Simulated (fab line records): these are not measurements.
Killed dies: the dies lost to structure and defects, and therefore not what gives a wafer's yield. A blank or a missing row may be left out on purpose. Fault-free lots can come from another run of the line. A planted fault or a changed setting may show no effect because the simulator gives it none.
The tool behind it: which one? :: flow rit-cmos :: 45 wafers from 15 lots sampled at 2 of the route's 202 steps

WHAT EACH GAUGE READ, for each wafer
RIT_GATE_CD_MEAS_90: target cd 150 nm.
lot: L633
measured: day 2 14:53
on: cd-sem-02
cd-nm (nm): 150 148 147

lot: L634
measured: day 2 23:35
on: cd-sem-01
cd-nm (nm): 154 150 152

lot: L637
measured: day 3 11:59
on: cd-sem-02
cd-nm (nm): 149 150 149

lot: L640
measured: day 4 01:13
on: cd-sem-02
cd-nm (nm): 153 155 154

lot: L642
measured: day 4 11:44
on: cd-sem-02
cd-nm (nm): - - -

lot: L643
measured: day 4 19:17
on: cd-sem-01
cd-nm (nm): - - -

lot: L644
measured: day 5 00:19
on: cd-sem-02
cd-nm (nm): - - -

lot: L645
measured: day 5 08:32
on: cd-sem-01
cd-nm (nm): 146 150 147

lot: L648
measured: day 5 23:18
on: cd-sem-02
cd-nm (nm): 152 153 152

lot: L651
measured: day 6 11:37
on: cd-sem-01
cd-nm (nm): 145 147 149

lot: L652
measured: day 6 13:04
on: cd-sem-02
cd-nm (nm): 150 152 151

lot: L653
measured: day 6 22:37
on: cd-sem-01
cd-nm (nm): 150 148 149

lot: L654
measured: day 7 03:53
on: cd-sem-01
cd-nm (nm): 152 150 150

lot: L655
measured: day 7 08:36
on: cd-sem-02
cd-nm (nm): 148 148 146

lot: L656
measured: day 7 12:43
on: cd-sem-02
cd-nm (nm): 151 150 149

WHICH TOOL RAN EACH LOT (tool, then ch and the chambers of the sampled wafers, then the start)
lot: L633
RIT_GATE_ETCH_19: rie-si-02 ch 0,1, day 2 14:34

lot: L634
RIT_GATE_ETCH_19: rie-si-01 ch 0,1,2, day 2 23:18

lot: L637
RIT_GATE_ETCH_19: rie-si-02 ch 1,3, day 3 11:41

lot: L640
RIT_GATE_ETCH_19: rie-si-01 ch 1,2,3, day 4 00:55

lot: L642
RIT_GATE_ETCH_19: rie-si-01 ch 2,3, day 4 11:25

lot: L643
RIT_GATE_ETCH_19: rie-si-02 ch 1,2,3, day 4 19:01

lot: L644
RIT_GATE_ETCH_19: rie-si-01 ch 1,3, day 5 00:00

lot: L645
RIT_GATE_ETCH_19: rie-si-02 ch 2,3, day 5 08:14

lot: L648
RIT_GATE_ETCH_19: rie-si-01 ch 0,1,2, day 5 23:01

lot: L651
RIT_GATE_ETCH_19: rie-si-02 ch 0,2, day 6 11:20

lot: L652
RIT_GATE_ETCH_19: rie-si-01 ch 1,2, day 6 12:43

lot: L653
RIT_GATE_ETCH_19: rie-si-02 ch 0,2,3, day 6 22:19

lot: L654
RIT_GATE_ETCH_19: rie-si-01 ch 1,3, day 7 03:37

lot: L655
RIT_GATE_ETCH_19: rie-si-02 ch 1,2,3, day 7 08:17

lot: L656
RIT_GATE_ETCH_19: rie-si-01 ch 0,1,3, day 7 12:25
- RIT_GATE_ETCH_19: etches poly-Si in SF6/CHF3/O2, stops on SiO2, time 165 s, target depth 312.5 nm.

AS READ BY THE TOOLS THEMSELVES (means over the sampled wafers that have a number; for cases with no such wafer, the mark the record gives instead)
RIT_GATE_ETCH_19.
lot: L633
tool: rie-si-02
CHF3_flow_sccm (sccm): 30.02
O2_flow_sccm (sccm): 4.991
drypump-motor-current-A (A): 5.8
oes-product-au (a.u.): 0.839
throttle-valve-pct (%): 10.35

lot: L634
tool: rie-si-01
CHF3_flow_sccm (sccm): 29.94
O2_flow_sccm (sccm): 5.012
drypump-motor-current-A (A): 5.9
oes-product-au (a.u.): 0.851
throttle-valve-pct (%): 10.42

lot: L637
tool: rie-si-02
CHF3_flow_sccm (sccm): 30.05
O2_flow_sccm (sccm): 4.986
drypump-motor-current-A (A): 5.3
oes-product-au (a.u.): 0.845
throttle-valve-pct (%): 10.22

lot: L640
tool: rie-si-01
CHF3_flow_sccm (sccm): 30.06
O2_flow_sccm (sccm): 5.001
drypump-motor-current-A (A): 5.5
oes-product-au (a.u.): 0.850
throttle-valve-pct (%): 10.36

lot: L642
tool: rie-si-01
CHF3_flow_sccm (sccm): -
O2_flow_sccm (sccm): -
drypump-motor-current-A (A): -
oes-product-au (a.u.): -
throttle-valve-pct (%): -

lot: L643
tool: rie-si-02
CHF3_flow_sccm (sccm): -
O2_flow_sccm (sccm): -
drypump-motor-current-A (A): -
oes-product-au (a.u.): -
throttle-valve-pct (%): -

lot: L644
tool: rie-si-01
CHF3_flow_sccm (sccm): -
O2_flow_sccm (sccm): -
drypump-motor-current-A (A): -
oes-product-au (a.u.): -
throttle-valve-pct (%): -

lot: L645
tool: rie-si-02
CHF3_flow_sccm (sccm): 30.01
O2_flow_sccm (sccm): 4.995
drypump-motor-current-A (A): 6.1
oes-product-au (a.u.): 0.851
throttle-valve-pct (%): 10.10

lot: L648
tool: rie-si-01
CHF3_flow_sccm (sccm): 30.03
O2_flow_sccm (sccm): 4.993
drypump-motor-current-A (A): 5.9
oes-product-au (a.u.): 0.857
throttle-valve-pct (%): 10.41

lot: L651
tool: rie-si-02
CHF3_flow_sccm (sccm): 30.08
O2_flow_sccm (sccm): 4.998
drypump-motor-current-A (A): 6.2
oes-product-au (a.u.): 0.844
throttle-valve-pct (%): 10.28

lot: L652
tool: rie-si-01
CHF3_flow_sccm (sccm): 29.92
O2_flow_sccm (sccm): 4.993
drypump-motor-current-A (A): 5.8
oes-product-au (a.u.): 0.859
throttle-valve-pct (%): 10.46

lot: L653
tool: rie-si-02
CHF3_flow_sccm (sccm): 30.00
O2_flow_sccm (sccm): 4.999
drypump-motor-current-A (A): 6.0
oes-product-au (a.u.): 0.849
throttle-valve-pct (%): 10.21

lot: L654
tool: rie-si-01
CHF3_flow_sccm (sccm): 30.08
O2_flow_sccm (sccm): 4.993
drypump-motor-current-A (A): 5.5
oes-product-au (a.u.): 0.851
throttle-valve-pct (%): 10.27

lot: L655
tool: rie-si-02
CHF3_flow_sccm (sccm): 30.05
O2_flow_sccm (sccm): 5.017
drypump-motor-current-A (A): 5.6
oes-product-au (a.u.): 0.850
throttle-valve-pct (%): 10.17

lot: L656
tool: rie-si-01
CHF3_flow_sccm (sccm): 29.96
O2_flow_sccm (sccm): 4.999
drypump-motor-current-A (A): 5.6
oes-product-au (a.u.): 0.861
throttle-valve-pct (%): 10.31

THE ANSWER, worked out from the rows above alone
Rule: usual is defined by the lots themselves. The widest of any qualifying gaps counts: lots, ordered by their means at a reading, are off when they make up no more than a third of the lots, leave a main group of 4 or more, and stand apart from it by 3 or more times the standard deviation of that group's means. A main group is skipped when, at the precision printed for the reading in the tables above, its means are all equal. A lot without any number at a reading at which 4 lots or more have one is off too. Any other lot the step has rows for is counted as sound. After the gauges, taken in route order, come the tools' own readings; for these a lot's mean is taken, as printed above. The first step at which some lot is off is used, and at that step the reading that is off furthest; a lot without a number counts as furthest.
Off at RIT_GATE_CD_MEAS_90 (cd-nm): L642, L643, L644. Without a number there: L642, L643, L644. For the main group the mean is 150 nm and the standard deviation 2.1.
If a tool, at a process step before that reading, ran all the lots that are off and no sound lot after the first of them, it fits. The gauges at RIT_GATE_CD_MEAS_90 aren't tried: what is off there is off at RIT_GATE_ETCH_19 too, on other tools, and a gauge's error can't cause that. None of those tried fits.

WHAT HAD BEEN PUT IN BY THE SIMULATOR
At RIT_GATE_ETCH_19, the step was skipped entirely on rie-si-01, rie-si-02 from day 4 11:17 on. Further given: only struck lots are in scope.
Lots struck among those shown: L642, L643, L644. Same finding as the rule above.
